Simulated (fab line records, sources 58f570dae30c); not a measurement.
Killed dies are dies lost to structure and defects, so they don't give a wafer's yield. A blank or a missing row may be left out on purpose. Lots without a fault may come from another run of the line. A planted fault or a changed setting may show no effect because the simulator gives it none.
fab line records | flow berkeley_cmos170
record lots=7 wafers=21 last_day=11
route steps=331 shown ACTIVE@70 PFIELD@79
lots that met no fault: from a run of the same line without faults
start_h: hours from the record's first day to the start of the lot's first wafer shown | wait_h: hours since the lot's step before | " the same as in the row above | L1.1+2: a row that stands for several wafers | - no value, or no start given | * or withheld: withheld | < > ~ a bound
route shown NAME@n: a module of which the file shows steps, and the number in the route of the first | usual: mean/standard deviation of fault-free wafers | same: alike in all rows | chamber/n: place in a boat | sites: the reading at each site | _std_site: their standard deviation | _edge_site: outer sites' mean less inner sites' | radius_mm: how far each site lies from the wafer's centre | mask NAME#n: copy n | behind: the tool/chamber that last shaped the wafer | hold: why the lot was held/for how many hours/how that ended | device: the transistor (n, p or np) that didn't switch | end of line: the same wafers' tests at the end of the route | a step without rows: its recipe alone | killed: dies lost to structure and defects at the first sort, not the wafer's yield | map: a wafer's dies, x killed, . not, _ none there
set.NAME: the setting as run; set.NAME@STEP: as run at that earlier step | model.NAME: the simulator's own value behind a step, which no gauge read
lots at some steps of the route; a table a step, a row a wafer
services: from which hour (start_h, from the record's first day; less than 0 if before it) a tool's chamber was out of use, for how many hours, and why
## steps
# step UCB170_ACTIVE_EXPOSE_10
# recipe mask_id=ACTIVE target_cd_nm=1200 na=0.5 sigma_outer=0.6 source_shape=conventional dose_mj=20
# step UCB170_ACTIVE_PEB_11
# recipe peb_temp_c=130 peb_time_s=withheld resist=KrF
# step UCB170_ACTIVE_DEVELOP_12
# recipe developer=TMAH develop_time_s=45 resist=KrF dev_temp_c=21
# step UCB170_ACTIVE_CD_MEAS_13
# recipe target_cd_nm=1200
# usual cd_nm=1200.6/1.6
# columns lot.wafer tool chamber start_h wait_h cd_nm
L256.1 cd_sem-02 - 118.00 - 1202.9
L256.3 " - " " 1204.4
L256.5 " - " " 1205.0
L259.2 cd_sem-01 - 124.72 - 1202.7
L259.3 " - " " 1201.2
L259.6 " - " " 1200.3
L262.1 cd_sem-01 - 135.02 - 1202.1
L262.2 " - " " 1203.0
L262.4 " - " " 1201.3
L263.1 cd_sem-02 - 144.87 - 1198.3
L263.4 " - " " 1199.2
L263.5 " - " " 1199.1
L269.2 cd_sem-02 - 171.84 - 1199.7
L269.3 " - " " 1201.2
L269.6 " - " " 1200.6
L271.3 cd_sem-01 - 181.40 - 1200.0
L271.4 " - " " 1200.9
L271.5 " - " " 1200.4
L270.2 cd_sem-01 - 181.62 - 1199.5
L270.3 " - " " 1201.1
L270.4 " - " " 1201.8
# step UCB170_ACTIVE_OVL_MEAS_14
# usual ACTIVE_OVL=-1/5.7
# columns lot.wafer tool chamber start_h wait_h ACTIVE_OVL[nm]
L256.1 overlay-01 - 118.12 0.1 -5
L256.3 " - " " -4
L256.5 " - " " -6
L259.2 overlay-01 - 124.82 0.1 12
L259.3 " - " " 3
L259.6 " - " " 8
L262.1 overlay-01 - 135.14 0.1 -1
L262.2 " - " " 0
L262.4 " - " " 1
L263.1 overlay-02 - 144.99 0.1 1
L263.4 " - " " -4
L263.5 " - " " -2
L269.2 overlay-01 - 171.95 0.1 -6
L269.3 " - " " 2
L269.6 " - " " 7
L271.3 overlay-01 - 181.49 0.1 3
L271.4 " - " " 0
L271.5 " - " " 2
L270.2 overlay-01 - 181.72 0.1 7
L270.3 " - " " 5
L270.4 " - " " 8
# step UCB170_ACTIVE_ETCH_15
# recipe chemistry=CH3F/Ar/O2 target=Si3N4 stop_on=SiO2 CH3F_flow_sccm=20 Ar_flow_sccm=50 O2_flow_sccm=7 pressure_mtorr=50 rf_w=450 target_depth_a=2420 over_etch_frac=0.1 time_s=151
# usual drypump_motor_current_A=5.7/0.42 oes_product_au=0.948/0.013 throttle_valve_pct=8.01/0.15
# same time_s=151
# columns lot.wafer tool chamber start_h wait_h drypump_motor_current_A oes_product_au rf_hours_counter_h throttle_valve_pct
L256.1 rie_diel-04 1 118.16 0.0 5.9 0.952 62 7.97
L256.3 " 2 " " 5.4 0.941 17 8.23
L256.5 " 1 " " 5.9 0.951 - 7.99
L259.2 rie_diel-04 2 124.85 0.0 5.4 0.950 17 8.24
L259.3 " 0 " " 6.5 0.935 131 8.09
L259.6 " 2 " " 5.3 0.939 - 8.23
L262.1 rie_diel-01 2 135.18 0.0 5.8 0.938 39 8.10
L262.2 " 1 " " 5.7 0.960 3 7.71
L262.4 " 3 " " 5.3 0.962 9 7.97
L263.1 rie_diel-04 2 145.03 0.0 5.4 0.945 18 8.24
L263.4 " 3 " " 5.9 0.941 56 8.13
L263.5 " 3 " " 5.9 0.944 - 8.11
L269.2 rie_diel-04 3 171.98 0.0 5.9 0.935 58 8.13
L269.3 " 2 " " 5.4 0.938 20 8.23
L269.6 " 0 " " 6.5 0.942 - 8.09
L271.3 rie_diel-01 3 181.51 0.0 5.3 0.961 11 7.98
L271.4 " 2 " " 5.8 0.933 42 8.11
L271.5 " 1 " " 5.7 0.945 - 7.71
L270.2 rie_diel-04 1 181.75 0.0 5.9 0.948 65 7.99
L270.3 " 3 " " 5.9 0.938 59 8.13
L270.4 " 2 " " 5.4 0.936 20 8.23
# step UCB170_ACTIVE_STRIP_16
# recipe chemistry=O2 power_w=400 pressure_mtorr=3500 platen_temp_c=withheld o2_flow_sccm=400 overash_fraction=0.5
# usual drypump_motor_current_A=5.9/0.65 oes_product_au=0.720/0.0045 strip_time_to_endpoint_s=18.10/0.087
# columns lot.wafer tool chamber start_h wait_h drypump_motor_current_A oes_product_au rf_hours_counter_h strip_time_to_endpoint_s
L256.1 plasma_asher-02 0 118.26 0.1 6.4 0.715 41 18.05
L256.3 " 0 " " 6.4 0.726 - 18.17
L256.5 " 0 " " 6.4 0.706 - 18.07
L259.2 plasma_asher-03 1 124.95 0.1 6.1 0.714 1 18.12
L259.3 " 1 " " 6.1 0.726 - 18.18
L259.6 " 0 " " 6.2 0.712 - 18.14
L262.1 plasma_asher-01 0 135.28 0.1 6.1 0.720 36 18.04
L262.2 " 1 " " 5.8 0.722 36 18.16
L262.4 " 0 " " 6.1 0.721 - 18.24
L263.1 plasma_asher-02 0 145.13 0.1 6.4 0.728 43 18.02
L263.4 " 0 " " 6.4 0.721 - 17.97
L263.5 " 1 " " 4.7 0.722 - 18.02
L269.2 plasma_asher-03 0 172.08 0.1 6.2 0.716 7 18.02
L269.3 " 1 " " 6.1 0.726 - 18.06
L269.6 " 0 " " 6.2 0.731 - 18.14
L271.3 plasma_asher-02 0 181.65 0.1 6.4 0.716 - 18.08
L271.4 " 1 " " 4.7 0.710 - 17.95
L271.5 " 1 " " 4.7 0.720 - 18.02
L270.2 plasma_asher-01 0 181.85 0.1 6.1 0.716 41 18.11
L270.3 " 0 " " 6.1 0.717 - 18.09
L270.4 " 1 " " 5.8 0.721 - 18.15
# step UCB170_ACTIVE_CD_MEAS_90
# recipe target_cd_nm=1200
# usual cd_nm=1200.6/1.7
# columns lot.wafer tool chamber start_h wait_h cd_nm
L256.1 cd_sem-01 - 118.48 0.2 1202.3
L256.3 " - " " 1204.6
L256.5 " - " " 1204.6
L259.2 cd_sem-01 - 125.07 0.1 1202.3
L259.3 " - " " 1202.0
L259.6 " - " " 1200.3
L262.1 cd_sem-01 - 135.38 0.1 1202.0
L262.2 " - " " 1203.0
L262.4 " - " " 1202.0
L263.1 cd_sem-01 - 145.23 0.1 1198.4
L263.4 " - " " 1199.2
L263.5 " - " " 1199.6
L269.2 cd_sem-01 - 172.20 0.1 1200.0
L269.3 " - " " 1200.9
L269.6 " - " " 1201.0
L271.3 cd_sem-01 - 182.12 0.4 1199.9
L271.4 " - " " 1200.3
L271.5 " - " " 1200.4
L270.2 cd_sem-01 - 182.22 0.3 1199.2
L270.3 " - " " 1201.3
L270.4 " - " " 1201.5
# step UCB170_ACTIVE_CLEAN_17
# recipe chemistry=SPM temp_c=120 time_s=600
# step UCB170_PFIELD_HMDS_00
# recipe prime_time_s=60 prime_temp_c=100
# step UCB170_PFIELD_COAT_01
# recipe resist=KrF spin_rpm=1500 resist_thk_nm=900
# step UCB170_PFIELD_SOFTBAKE_02
# recipe resist=KrF temp_c=130 time_s=60
# step UCB170_PFIELD_EXPOSE_03
# recipe mask_id=PFIELD na=0.5 sigma_outer=0.6 source_shape=conventional target_cd_nm=1500 dose_mj=30
# usual exposure_dose_mJ_cm2=30.00/0.031 focus_offset_nm=-0.1/0.51 reticle_temp_C=23.00/0.096
# columns lot.wafer tool chamber start_h wait_h mask exposure_dose_mJ_cm2 focus_offset_nm reticle_temp_C
L256.1 krf_scanner-01 0 121.00 0.2 PFIELD#0 29.95 0.4 22.84
L256.3 " 0 " " PFIELD#0 29.98 -0.2 23.01
L256.5 " 0 " " PFIELD#0 30.02 0.5 22.93
L259.2 krf_scanner-01 0 126.51 0.2 PFIELD#0 30.00 -0.2 22.95
L259.3 " 0 " " PFIELD#0 30.00 -0.4 22.99
L259.6 " 0 " " PFIELD#0 30.00 0.0 22.86
L262.1 krf_scanner-02 0 137.85 0.4 PFIELD#0 29.99 -0.2 22.84
L262.2 " 0 " " PFIELD#0 30.00 -0.1 22.98
L262.4 " 0 " " PFIELD#0 29.97 -0.1 23.00
L263.1 krf_scanner-02 0 146.25 0.1 PFIELD#0 29.99 0.0 23.07
L263.4 " 0 " " PFIELD#0 30.02 0.8 23.10
L263.5 " 0 " " PFIELD#0 30.02 0.6 23.13
L269.2 krf_scanner-02 - 173.15 0.2 PFIELD#0 - - -
L269.3 " - " " PFIELD#0 - - -
L269.6 " - " " PFIELD#0 - - -
L271.3 krf_scanner-02 - 182.88 0.1 PFIELD#0 - - -
L271.4 " - " " PFIELD#0 - - -
L271.5 " - " " PFIELD#0 - - -
L270.2 krf_scanner-02 - 183.22 0.1 PFIELD#0 - - -
L270.3 " - " " PFIELD#0 - - -
L270.4 " - " " PFIELD#0 - - -
# step UCB170_PFIELD_PEB_04
# recipe peb_temp_c=130 peb_time_s=withheld resist=KrF
## services
# columns tool chamber start_h hours kind
plasma_asher-03 - 108.75 9.0 pm
plasma_asher-03 0 108.75 9.0 vent_cycle
plasma_asher-03 1 108.75 9.0 vent_cycle
plasma_asher-03 0 117.75 - clean
plasma_asher-03 1 117.75 - clean
plasma_asher-02 - 125.29 10.7 pm
krf_scanner-02 - 126.22 1.3 pm
rie_diel-01 1 154.09 1.5 repair
krf_scanner-01 - 157.78 1.0 pm
krf_scanner-01 - 176.48 0.8 pm
krf_scanner-01 0 178.12 - calibration
krf_scanner-02 0 181.24 - calibration
## key
first_sign step=UCB170_PFIELD_EXPOSE_03 reading=tool_record direction=missing
effect none on later readings
met_at UCB170_PFIELD_EXPOSE_03
struck_wafers L269.2,L269.3,L269.6,L270.2,L270.3,L270.4,L271.3,L271.4,L271.5
sort_left_out L269.2,L269.3,L269.6,L270.2,L270.3,L270.4,L271.3,L271.4,L271.5
tester_left_out L269,L270,L271
onset_between 146.25 173.15
fault kind=skipped_step_whole tool=krf_scanner-02 chamber=- onset_h=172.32 steps=UCB170_PFIELD_EXPOSE_03 scope=struck_lots_only
# tester_left_out: of these lots the tester's yield and bins aren't shown, on N5 and GAA mostly nor the transistor test; their killed dies are dies lost to structure and defects alone, not to doping, threshold or leakage, so they don't give the yield
# sort_left_out: the simulated sort isn't trusted on such a fault, so these wafers' sort isn't shown, and their yield isn't known
